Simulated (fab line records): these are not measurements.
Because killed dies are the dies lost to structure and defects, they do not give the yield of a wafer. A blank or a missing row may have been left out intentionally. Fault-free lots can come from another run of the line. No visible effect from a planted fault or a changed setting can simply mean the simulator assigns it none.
Lot-split experiment + flow berkeley-cmos170 + 23 wafers read across 5 lots, on a route 331 steps long

## THE SPLIT ITSELF
At UCB170_NSD_STRIP_09 (strips in O2), the setting power-w was moved away from the recipe's 400 W on 8 of the 23 wafers read, by -7.7% to -5.0%. This setting was run at the recipe's value on the other wafers.

The split's own step is where the reading is taken.

## THE READING
oes-product-au, in a.u., at UCB170_NSD_STRIP_09 (strips in O2). On this fab line, fault-free wafers typically give 0.533 a.u. with a standard deviation of 0.0056 a.u.

| wafer  | tool, chamber at the split | power-w as run, W | against the recipe | oes-product-au, a.u. | against lot-mates on the recipe |
|--------|----------------------------|-------------------|--------------------|----------------------|---------------------------------|
| L078.3 | plasma-asher-04, 0         | 400               | recipe             | 0.542                | -                               |
| L078.4 | plasma-asher-04, 1         | 400               | recipe             | 0.541                | -                               |
| L078.5 | plasma-asher-04, 1         | 400               | recipe             | 0.535                | -                               |
| L079.1 | plasma-asher-04, 0         | 377.4             | -5.7%              | 0.518                | -0.014                          |
| L079.2 | plasma-asher-04, 1         | 377.4             | -5.7%              | 0.513                | -0.019                          |
| L079.3 | plasma-asher-04, 0         | 377.4             | -5.7%              | 0.521                | -0.011                          |
| L079.4 | plasma-asher-04, 1         | 400               | recipe             | 0.532                | -                               |
| L079.6 | plasma-asher-04, 1         | 400               | recipe             | 0.533                | -                               |
| L080.1 | plasma-asher-04, 1         | 380.1             | -5.0%              | 0.515                | -0.023                          |
| L080.2 | plasma-asher-04, 0         | 400               | recipe             | 0.542                | -                               |
| L080.3 | plasma-asher-04, 1         | 400               | recipe             | 0.538                | -                               |
| L080.4 | plasma-asher-04, 0         | 380.1             | -5.0%              | 0.519                | -0.019                          |
| L080.6 | plasma-asher-04, 1         | 400               | recipe             | 0.533                | -                               |
| L085.1 | plasma-asher-03, 0         | 400               | recipe             | 0.545                | -                               |
| L085.2 | plasma-asher-03, 1         | 400               | recipe             | 0.531                | -                               |
| L085.3 | plasma-asher-03, 1         | 369.1             | -7.7%              | 0.519                | -0.019                          |
| L085.5 | plasma-asher-03, 1         | 369.1             | -7.7%              | 0.511                | -0.027                          |
| L085.6 | plasma-asher-03, 0         | 369.1             | -7.7%              | 0.508                | -0.030                          |
| L082.1 | plasma-asher-01, 0         | 400               | recipe             | 0.531                | -                               |
| L082.2 | plasma-asher-01, 1         | 400               | recipe             | 0.529                | -                               |
| L082.3 | plasma-asher-01, 1         | 400               | recipe             | 0.532                | -                               |
| L082.4 | plasma-asher-01, 0         | 400               | recipe             | 0.530                | -                               |
| L082.6 | plasma-asher-01, 0         | 400               | recipe             | 0.521                | -                               |

FIT RESULTS
A straight line over all 23 wafers: oes-product-au changes by +0.00295 a.u. for each +1% of power-w; r = +0.86; the points scatter about the line by 0.0057 a.u.
The same after taking each lot's own level away (the mean of its wafers on the recipe; 23 wafers): +0.00323 a.u. for each +1%; r = +0.92; scatter 0.0045 a.u.
That fit puts the effect of the largest move of power-w on the reading at 0.025 a.u.
From 0.5286 to 0.5393 a.u.: that is the span of the lots' own levels, equal to 1.9 times the standard deviation above.
So the lot-to-lot level changes the slope little: the two slopes agree.
Check: -0.0264 a.u. against its lot-mates is what the line predicts for one of the wafers moved furthest among these (-7.7%) when that wafer is left out of the fit. It came out at -0.019 a.u. against them.
Tool readings at the split's step, against how far the setting was moved: oes-product-au r = +0.86; strip-time-to-endpoint-s r = -0.93.

## THE OTHER SPLITS THESE WAFERS WENT THROUGH
Before the reading, these wafers also passed through other splits. Each is held against what the fit with the lots' levels taken away leaves over:
| other split on the same wafers     | wafers away from the commonest value | r with oes-product-au (lot level and that fit taken away) |
|------------------------------------|--------------------------------------|-----------------------------------------------------------|
| UCB170_PWELL_CVD_05 temp-c         | 10                                   | +0.01                                                     |
| UCB170_PWELL_IMPLANT_15 energy-kev | 9                                    | -0.33                                                     |
| UCB170_NVT_IMPLANT_07 dose-cm2     | 7                                    | -0.12                                                     |
| UCB170_GATE_CVD_04 sih4-flow-sccm  | 18                                   | +0.15                                                     |
| UCB170_GATE_ETCH_14 source-w       | 9                                    | -0.27                                                     |
| UCB170_NLDD_IMPLANT_08 dose-cm2    | 6                                    | +0.37                                                     |
| UCB170_NSD_COAT_01 spin-rpm        | 11                                   | -0.09                                                     |

## THE WHOLE CHAIN: every reading that the file lists as answering this split, in the file's order
| step                | what it does | reading                  | change (the file's fit)                   | r (the file's) |
|---------------------|--------------|--------------------------|-------------------------------------------|----------------|
| UCB170_NSD_STRIP_09 | strips in O2 | oes-product-au           | +0.00331 a.u. for each +1% of the setting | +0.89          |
| UCB170_NSD_STRIP_09 | strips in O2 | strip-time-to-endpoint-s | withheld for each +1% of the setting      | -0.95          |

## FILE'S OWN FIT
oes-product-au changes by +0.00331 a.u. for each +1% of power-w, r = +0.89.
